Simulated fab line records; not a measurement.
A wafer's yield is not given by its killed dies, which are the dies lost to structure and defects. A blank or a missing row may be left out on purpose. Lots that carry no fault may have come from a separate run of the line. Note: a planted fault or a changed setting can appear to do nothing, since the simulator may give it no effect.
fab line records -- flow berkeley-cmos170 -- part 2 of 2: steps 31 to 40 of 40
record lots=5, wafers=15, last-day=12
route steps=331 shown M1@239 V1@254 M2@271
lots with no fault: from the same line, run without faults
start-h: hours from the record's opening day to when the first of the lot's shown wafers began -- wait-h: hours from the lot's prior step to this one -- " unchanged from the row above -- L1.1+2: a row that stands for several wafers -- - no value, or no start was given -- * or withheld: withheld -- < > ~ a bound
route shown NAME@n: a module of which the file shows steps, and the number in the route of the first -- usual: mean/standard deviation taken from wafers without a fault -- same: alike in all rows -- chamber/n: place in a boat -- sites: per-site readings -- _std_site: the values' standard deviation -- _edge_site: mean of outer sites minus mean of inner sites -- radius-mm: how far each site lies from the wafer's centre -- mask NAME#n: copy n -- behind: the last tool/chamber to shape the wafer -- hold: why the lot was held/for how many hours/how that ended -- device: whichever transistor did not switch (one of n, p or np) -- end of line: the same wafers' tests at the end of the route -- a step with no rows: only its recipe -- killed: dies lost to structure and defects at the first sort, not the wafer's yield -- map: a wafer's dies, marking killed ones x, the rest . and places with no die _
set.NAME: the run value of the setting; set.NAME@STEP: its run value at that earlier step -- model.NAME: the simulator's own value behind a step, which no gauge read
lots at selected steps of the route; one table per step, one row per wafer
services: when a tool's chamber went out of use (start-h, in hours from the record's first day, below 0 if earlier), for how many hours, and the reason
## steps
# step UCB170_V1_STRIP_15
# recipe chemistry=O2, power-w=400, pressure-mtorr=3500, platen-temp-c=withheld, o2-flow-sccm=400, overash-fraction=0.5
# usual drypump-motor-current-A=5.7/0.34, oes-product-au=0.721/0.005, strip-time-to-endpoint-s=15.29/0.1
lot.wafer,tool,chamber,start-h,wait-h,drypump-motor-current-A,oes-product-au,rf-hours-counter-h,strip-time-to-endpoint-s
L079.1,plasma-asher-02,1,170.89,0.1,5.9,0.721,49,15.46
L079.4,plasma-asher-02,1,170.89,0.1,5.8,0.729,-,15.32
L079.6,plasma-asher-02,1,170.89,0.1,5.8,0.724,-,15.26
L078.1,plasma-asher-04,1,171.78,0.2,5.5,0.714,45,15.14
L078.3,plasma-asher-04,1,171.78,0.2,5.5,0.720,-,15.05
L078.4,plasma-asher-04,0,171.78,0.2,6.2,0.724,-,15.24
L082.1,plasma-asher-04,1,197.04,0.2,5.5,0.725,47,15.41
L082.3,plasma-asher-04,1,197.04,0.2,5.5,0.721,-,15.38
L082.4,plasma-asher-04,0,197.04,0.2,6.2,0.727,-,15.35
L081.1,plasma-asher-04,0,197.14,0.2,6.2,0.717,47,15.22
L081.5,plasma-asher-04,0,197.14,0.2,6.2,0.723,-,15.22
L081.6,plasma-asher-04,1,197.14,0.2,5.5,0.726,-,15.29
L097.1,plasma-asher-04,1,267.86,0.1,5.5,0.725,56,15.31
L097.5,plasma-asher-04,1,267.86,0.1,5.5,0.712,-,15.35
L097.6,plasma-asher-04,0,267.86,0.1,6.2,0.717,-,15.17
# step UCB170_V1_CD_MEAS_90
# recipe target-cd-nm=700
# usual cd-nm=700.0/1.7
lot.wafer,tool,chamber,start-h,wait-h,cd-nm
L079.1,cd-sem-02,-,170.99,0.1,698.7
L079.4,cd-sem-02,-,170.99,0.1,699.4
L079.6,cd-sem-02,-,170.99,0.1,698.5
L078.1,cd-sem-02,-,171.88,0.1,697.0
L078.3,cd-sem-02,-,171.88,0.1,698.6
L078.4,cd-sem-02,-,171.88,0.1,697.7
L082.1,cd-sem-01,-,197.14,0.1,701.0
L082.3,cd-sem-01,-,197.14,0.1,699.3
L082.4,cd-sem-01,-,197.14,0.1,700.3
L081.1,cd-sem-01,-,197.26,0.1,698.5
L081.5,cd-sem-01,-,197.26,0.1,699.1
L081.6,cd-sem-01,-,197.26,0.1,699.0
L097.1,cd-sem-02,-,267.96,0.1,699.8
L097.5,cd-sem-02,-,267.96,0.1,700.4
L097.6,cd-sem-02,-,267.96,0.1,698.5
# step UCB170_M2_PRE_CLEAN_00
# recipe gas=Ar, preclean-etch-time-s=60
lot.wafer,tool,chamber,start-h,wait-h
L079.1+4+6,pvd-sputter-01,-,171.11,0.1
L078.1+3+4,pvd-sputter-02,-,172.00,0.1
L082.1+3+4,pvd-sputter-01,-,197.26,0.1
L081.1+5+6,pvd-sputter-03,-,197.38,0.1
L097.1+5+6,pvd-sputter-01,-,268.08,0.1
# step UCB170_M2_SPUTTER_01
# recipe material=Al, target-thk-nm=900, time-s=120, power-w=6000, chamber-pressure-pa=0.5
# usual cathode-dc-power-W=6000.1/1, throttle-valve-pct=29.7/0.64
lot.wafer,tool,chamber,start-h,wait-h,cathode-dc-power-W,throttle-valve-pct
L079.1,pvd-sputter-01,-,171.17,0.0,6001.8,29.3
L079.4,pvd-sputter-01,-,171.17,0.0,6001.0,29.7
L079.6,pvd-sputter-01,-,171.17,0.0,6001.0,29.6
L078.1,pvd-sputter-02,-,172.07,0.0,6000.9,30.1
L078.3,pvd-sputter-02,-,172.07,0.0,6000.3,30.7
L078.4,pvd-sputter-02,-,172.07,0.0,6001.2,29.1
L082.1,pvd-sputter-01,-,197.32,0.0,6000.7,29.4
L082.3,pvd-sputter-01,-,197.32,0.0,5998.7,29.4
L082.4,pvd-sputter-01,-,197.32,0.0,6000.8,29.2
L081.1,pvd-sputter-03,-,197.44,0.0,5999.3,30.5
L081.5,pvd-sputter-03,-,197.44,0.0,5999.9,29.8
L081.6,pvd-sputter-03,-,197.44,0.0,6000.3,30.7
L097.1,pvd-sputter-01,-,268.15,0.0,6000.0,29.1
L097.5,pvd-sputter-01,-,268.15,0.0,6000.3,30.0
L097.6,pvd-sputter-01,-,268.15,0.0,6000.6,29.3
# step UCB170_M2_RS_MEAS_02
# recipe thk-meas-gauge=four-point-probe, reads=Al_of_M2_SPUTTER_01
# usual M2_AL_RS=0.03221/0.00027
lot.wafer,tool,chamber,start-h,wait-h,M2_AL_RS[ohm/sq]
L079.1,film-metro-04,-,171.26,0.0,0.03222
L079.4,film-metro-04,-,171.26,0.0,0.03194
L079.6,film-metro-04,-,171.26,0.0,0.03219
L078.1,film-metro-02,-,172.15,0.0,0.03241
L078.3,film-metro-02,-,172.15,0.0,0.03239
L078.4,film-metro-02,-,172.15,0.0,0.03214
L082.1,film-metro-03,-,197.41,0.0,0.03202
L082.3,film-metro-03,-,197.41,0.0,0.03192
L082.4,film-metro-03,-,197.41,0.0,0.03166
L081.1,film-metro-04,-,197.53,0.0,0.0326
L081.5,film-metro-04,-,197.53,0.0,0.03229
L081.6,film-metro-04,-,197.53,0.0,0.03186
L097.1,film-metro-02,-,268.23,0.0,0.03208
L097.5,film-metro-02,-,268.23,0.0,0.03223
L097.6,film-metro-02,-,268.23,0.0,0.03223
# step UCB170_M2_THK_MEAS_03
# recipe thk-meas-gauge=xrf, reads=Al_of_M2_SPUTTER_01
# usual M2_AL_THK=908/8.5
lot.wafer,tool,chamber,start-h,wait-h,M2_AL_THK[nm]
L079.1,film-metro-04,-,171.38,0.1,908
L079.4,film-metro-04,-,171.38,0.1,917
L079.6,film-metro-04,-,171.38,0.1,913
L078.1,film-metro-02,-,172.27,0.1,902
L078.3,film-metro-02,-,172.27,0.1,909
L078.4,film-metro-02,-,172.27,0.1,914
L082.1,film-metro-03,-,197.53,0.1,896
L082.3,film-metro-03,-,197.53,0.1,906
L082.4,film-metro-03,-,197.53,0.1,912
L081.1,film-metro-04,-,197.65,0.1,896
L081.5,film-metro-04,-,197.65,0.1,916
L081.6,film-metro-04,-,197.65,0.1,918
L097.1,film-metro-02,-,268.35,0.1,921
L097.5,film-metro-02,-,268.35,0.1,909
L097.6,film-metro-02,-,268.35,0.1,910
# step UCB170_M2_HMDS_04
# recipe prime-time-s=60, prime-temp-c=100
lot.wafer,tool,chamber,start-h,wait-h
L079.1+4+6,litho-track-04,0,171.44,0.1
L078.1+3+4,litho-track-04,0,172.33,0.1
L082.1+3+4,litho-track-03,0,197.59,0.1
L081.1+5+6,litho-track-04,0,197.71,0.1
L097.1+5+6,litho-track-04,0,268.60,0.2
# step UCB170_M2_COAT_05
# recipe resist=KrF, spin-rpm=1500, resist-thk-nm=900
lot.wafer,tool,chamber,start-h,wait-h
L079.1+4+6,litho-track-04,0,171.59,0.1
L078.1+3+4,litho-track-04,0,172.48,0.1
L082.1+3+4,litho-track-03,0,197.74,0.1
L081.1+5+6,litho-track-04,0,197.86,0.1
L097.1+5+6,litho-track-04,0,268.75,0.1
# step UCB170_M2_SOFTBAKE_06
# recipe resist=KrF, temp-c=130, time-s=60
lot.wafer,tool,chamber,start-h,wait-h
L079.1+4+6,litho-track-04,0,171.74,0.1
L078.1+3+4,litho-track-04,0,172.63,0.1
L082.1+3+4,litho-track-03,0,197.89,0.1
L081.1+5+6,litho-track-04,0,198.01,0.1
L097.1+5+6,litho-track-04,0,268.90,0.1
# step UCB170_M2_STRIP_07
# recipe chemistry=O2, power-w=400, pressure-mtorr=3500, platen-temp-c=withheld, o2-flow-sccm=400, overash-fraction=0.5
# usual drypump-motor-current-A=5.6/0.32, oes-product-au=0.735/0.0043, strip-time-to-endpoint-s=21.93/0.065
lot.wafer,tool,chamber,start-h,wait-h,drypump-motor-current-A,oes-product-au,rf-hours-counter-h,strip-time-to-endpoint-s
L079.1,plasma-asher-03,1,171.89,0.1,5.1,0.729,6,21.90
L079.4,plasma-asher-03,1,171.89,0.1,5.1,0.737,-,21.93
L079.6,plasma-asher-03,0,171.89,0.1,5.5,0.730,-,21.89
L078.1,plasma-asher-03,1,172.78,0.1,5.1,0.735,6,21.92
L078.3,plasma-asher-03,0,172.78,0.1,5.5,0.731,-,22.00
L078.4,plasma-asher-03,1,172.78,0.1,5.1,0.737,-,21.93
L082.1,plasma-asher-04,0,198.04,0.1,6.2,0.734,47,21.82
L082.3,plasma-asher-04,0,198.04,0.1,6.2,0.732,-,21.89
L082.4,plasma-asher-04,1,198.04,0.1,5.5,0.731,-,21.78
L081.1,plasma-asher-04,1,198.16,0.1,5.4,0.738,47,21.94
L081.5,plasma-asher-04,1,198.16,0.1,5.5,0.739,-,21.98
L081.6,plasma-asher-04,0,198.16,0.1,6.2,0.738,-,22.01
L097.1,plasma-asher-02,0,269.05,0.1,5.4,0.740,61,21.90
L097.5,plasma-asher-02,0,269.05,0.1,5.4,0.733,-,21.91
L097.6,plasma-asher-02,1,269.05,0.1,5.8,0.733,-,21.87
## services
tool,chamber,start-h,hours,kind
pecvd-04,-,145.93,2.6,repair
krf-scanner-01,-,146.28,4.0,pm
rie-metal-02,-,148.95,3.7,repair
rie-diel-03,0,155.73,3.1,repair
krf-scanner-01,-,158.58,0.8,pm
krf-scanner-01,-,159.33,4.4,pm
furnace-01,-,162.58,3.2,pm
rie-diel-01,1,167.55,10.8,repair
rie-diel-01,2,171.51,9.9,repair
plasma-asher-04,-,172.07,9.8,repair
cmp-01,-,188.89,2.5,repair
plasma-asher-01,-,193.04,16.4,repair
plasma-asher-02,-,195.37,3.9,repair
wet-bench-01,-,196.37,2.5,repair
cmp-01,-,207.64,0.6,repair
krf-scanner-01,-,208.36,1.3,pm
krf-scanner-02,-,224.08,1.3,pm
cmp-01,-,225.30,1.5,repair
krf-scanner-02,-,235.40,1.3,repair
krf-scanner-02,-,242.65,0.8,pm
plasma-asher-01,-,249.44,28.1,pm
krf-scanner-02,-,251.12,2.2,repair
krf-scanner-02,-,254.15,1.0,pm
furnace-01,-,259.35,4.0,pm
